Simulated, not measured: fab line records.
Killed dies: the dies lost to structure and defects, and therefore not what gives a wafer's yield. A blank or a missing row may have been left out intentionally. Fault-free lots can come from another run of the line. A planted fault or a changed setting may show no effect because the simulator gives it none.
Code-filled problem report in 8D (eight disciplines) form :: flow berkeley-cmos170 :: the parts of the form that need people (team, actions taken, sign-off) are left out

1. PROBLEM STATEMENT
cd-nm at UCB170_M1_CD_MEAS_90 reads a mean of 686.5 nm on 6 wafers of 2 lots; wafers without a fault read 699.6 nm with a standard deviation of 2.9. Measured from the usual mean, that is -4.5 standard deviations.
The step: target cd 700 nm.
Seen first at day 11 00:43 on cd-sem-01, wafer L419.2. The record has a number at this step for 42 wafers belonging to 14 lots. By rule, "out" or "out of limits" means more than 4 standard deviations away from the usual mean. The other wafers with a number count as sound.

2. WHAT IT IS, AND WHAT IT ISN'T
question: which readings at this step
is: cd-nm
is not: -

question: which lots
is: L419, L422
is not: L408, L409, L410, L411, L413, L415, L416, L417, L418, L420, L423, L427

question: which wafers of those lots
is: all that have a number
is not: -

question: read on which gauges
is: cd-sem-01
is not: cd-sem-02

question: when
is: from day 11 00:43
is not: up to then (27 sound wafers); but 9 sound wafers of L420, L423, L427 came after

3. WHAT RULES OUT EACH SUSPECT
Counting: a tool at any process step up to the reading remains a suspect when it ran all the lots that are out and ran no sound lot after the first of those.
- the gauge at UCB170_M1_CD_MEAS_90 is ruled out. All the wafers that are out were read on cd-sem-01, but those of them that UCB170_M1_METAL_ETCH_12 has rows for are out there too, on other tools.
- rtp-anneal-01 at UCB170_SDANNEAL_RTA_00 (time 10 s): ruled out as a lasting fault. Sound lots L420 ran on it after its first lot that is out, L419 (day 10 15:33).
- rie-metal-02 at UCB170_M1_METAL_ETCH_12 (etches Al in Cl2/BCl3, stops on PSG, target depth 780 nm, time 130 s): kept. All lots that are out passed through it, beginning with L419 at day 11 00:22, and no sound lot followed; its final sound lot before that point was L417 at day 10 23:23. Its own readings are out on those wafers: oes-product-au.
- plasma-asher-04 at UCB170_M1_STRIP_13 (strips in O2): ruled out as a lasting fault. Sound lots L420, L423, L427 ran on it after its first lot that is out, L419 (day 11 00:35).
The count leaves rie-metal-02 at UCB170_M1_METAL_ETCH_12.

4. THE CAUSE (what the simulator had put in)
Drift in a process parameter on rie-metal-02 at UCB170_M1_METAL_ETCH_12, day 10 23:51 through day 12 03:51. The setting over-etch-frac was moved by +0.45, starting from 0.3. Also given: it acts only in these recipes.
This tool alone remained once counting was done.

5. SEQUENCE OF EFFECTS, ordered by route
One row per reading whose mean, taken over the struck wafers that have a number, lies over 3 standard deviations from the usual. Readings are gone through only where the record gives a usual standard deviation; hours: the median, over the lots, of the time from a lot's start at the first step in this table giving one to that lot's start at this step; sigmas: the change measured in usual standard deviations.
hours: 0
step: UCB170_M1_METAL_ETCH_12
reading: oes-product-au
usual: 0.855 a.u.
on struck wafers: 0.730
change: -0.125
sigmas: -9.6

hours: 0
step: UCB170_M1_STRIP_13
reading: oes-product-au
usual: 0.720 a.u.
on struck wafers: 0.595
change: -0.125
sigmas: -28

hours: 0
step: UCB170_M1_CD_MEAS_90
reading: cd-nm
usual: 699.6 nm
on struck wafers: 686.5
change: -13.1
sigmas: -4.5
The process steps in it:
- UCB170_M1_METAL_ETCH_12: etches Al in Cl2/BCl3, stops on PSG, target depth 780 nm, time 130 s.
- UCB170_M1_STRIP_13: strips in O2.

6. HOW IT WOULD HAVE BEEN CAUGHT EARLIER
In this record the first reading out of limits at a measuring or inspecting step was taken at day 11 00:43, 1 hour after the fault began at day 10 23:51.
At UCB170_M1_METAL_ETCH_12, the tool's own readings (oes-product-au) were out on each struck wafer the step has a row for, so an alarm limit on them would have fired on the first such wafer.
Among the 2 lots that are out, L422 began UCB170_M1_METAL_ETCH_12 on rie-metal-02 after day 11 00:43. Holding the tool at that time would have saved it.
